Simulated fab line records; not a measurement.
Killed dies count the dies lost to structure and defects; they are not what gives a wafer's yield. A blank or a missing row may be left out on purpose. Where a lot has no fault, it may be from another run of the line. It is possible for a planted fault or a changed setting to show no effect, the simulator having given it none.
A single fault, viewed from 2 desks + flow ritCmos + each desk holds nothing but its own numbers, with what lay behind them at the end

== THE METROLOGY DESK ==
Lot by lot, what the gauges showed, no matter which tool ran the lot: averages of those sampled wafers that carry a number. Marked OUT: a lot whose mean sits more than 4 standard deviations from the usual mean, which makes it out of limits; the brackets give that distance.
Columns: A = PSD_RS at RIT_SDANNEAL_RS_MEAS_04, usual 115.8 ohm/sq; B = PLDD_RS at RIT_SDANNEAL_RS_MEAS_06, usual 178.6 ohm/sq; C = SILICIDE_TI_THK at RIT_SILICIDE_THK_MEAS_03, usual 29.6 nm; D = cdNm at RIT_CONTACT_CD_MEAS_08, usual 998.9 nm
| lot  | first seen here | A                | B                | C    | D      |
|------|-----------------|------------------|------------------|------|--------|
| L540 | day 3 03:41     | 115.8            | 178.7            | 29.1 | 999.5  |
| L541 | day 3 08:08     | 115.6            | 178.5            | 30.4 | 998.7  |
| L542 | day 3 21:39     | 115.3            | 178.2            | 29.7 | 999.1  |
| L543 | day 3 22:26     | 116.0            | 178.7            | 29.4 | 1001.8 |
| L544 | day 4 01:23     | 116.0            | 179.1            | 29.6 | 995.6  |
| L545 | day 4 08:22     | 116.0            | 178.7            | 29.8 | 998.7  |
| L547 | day 4 19:26     | 116.0            | 178.9            | 30.1 | 1001.9 |
| L548 | day 4 19:56     | 116.4            | 178.3            | 29.3 | 996.8  |
| L549 | day 5 04:01     | 116.1            | 179.0            | 30.3 | 999.9  |
| L550 | day 5 07:58     | 113.7 (-6.3) OUT | 176.3 (-5.6) OUT | 29.2 | 998.9  |
| L552 | day 5 19:39     | 113.4 (-7.1) OUT | 176.3 (-5.7) OUT | 29.8 | 999.3  |
| L559 | day 7 06:25     | 116.0            | 178.7            | 29.1 | 998.9  |
| L561 | day 7 14:31     | 115.6            | 178.5            | 29.7 | 996.1  |
| L563 | day 8 03:36     | 115.5            | 178.2            | 29.2 | 998.2  |
This desk's result: L550, L552 out of limits, first on L550 (PSD_RS at RIT_SDANNEAL_RS_MEAS_04), day 5 07:58. In limits: L540, L541, L542, L543, L544, L545, L547, L548, L549, L559, L561, L563.

== FOR THE TOOL OWNER'S DESK: rtpAnneal-01 ==
The tool's own readings at RIT_SDANNEAL_RTA_03 (time 5 s): means of the sampled wafers that have a number, for each lot that ran on this tool. Marked OUT: a lot whose mean sits more than 4 standard deviations from the usual mean, which makes it out of limits; the brackets give that distance.
Columns: A = wafer_temp_C_max at RIT_SDANNEAL_RTA_03, usual 1053.3
| lot  | first seen here | A      |
|------|-----------------|--------|
| L540 | day 3 03:37     | 1053.9 |
| L542 | day 3 21:34     | 1052.9 |
| L544 | day 4 01:20     | 1054.2 |
| L548 | day 4 19:52     | 1053.5 |
| L550 | day 5 07:53     | 1052.7 |
| L552 | day 5 19:35     | 1052.3 |
This desk found nothing out of limits on any of the 6 lots.

== PUT TOGETHER ==
L550, L552 would have let the metrology desk raise an alarm at day 5 07:58.
The desk of the tool owner found nothing out of limits.
The tool owner's desk has L550, L552 on record, within its limits.
RIT_SDANNEAL_RTA_03 was run on rtpAnneal-01 by each of the lots named.

== WHAT THE SIMULATOR HAD INSERTED ==
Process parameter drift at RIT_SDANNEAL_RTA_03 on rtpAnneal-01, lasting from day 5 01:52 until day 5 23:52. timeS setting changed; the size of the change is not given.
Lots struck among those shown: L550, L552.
Delay in hours, fault start to first out-of-limits reading, per desk: metrology desk 6.
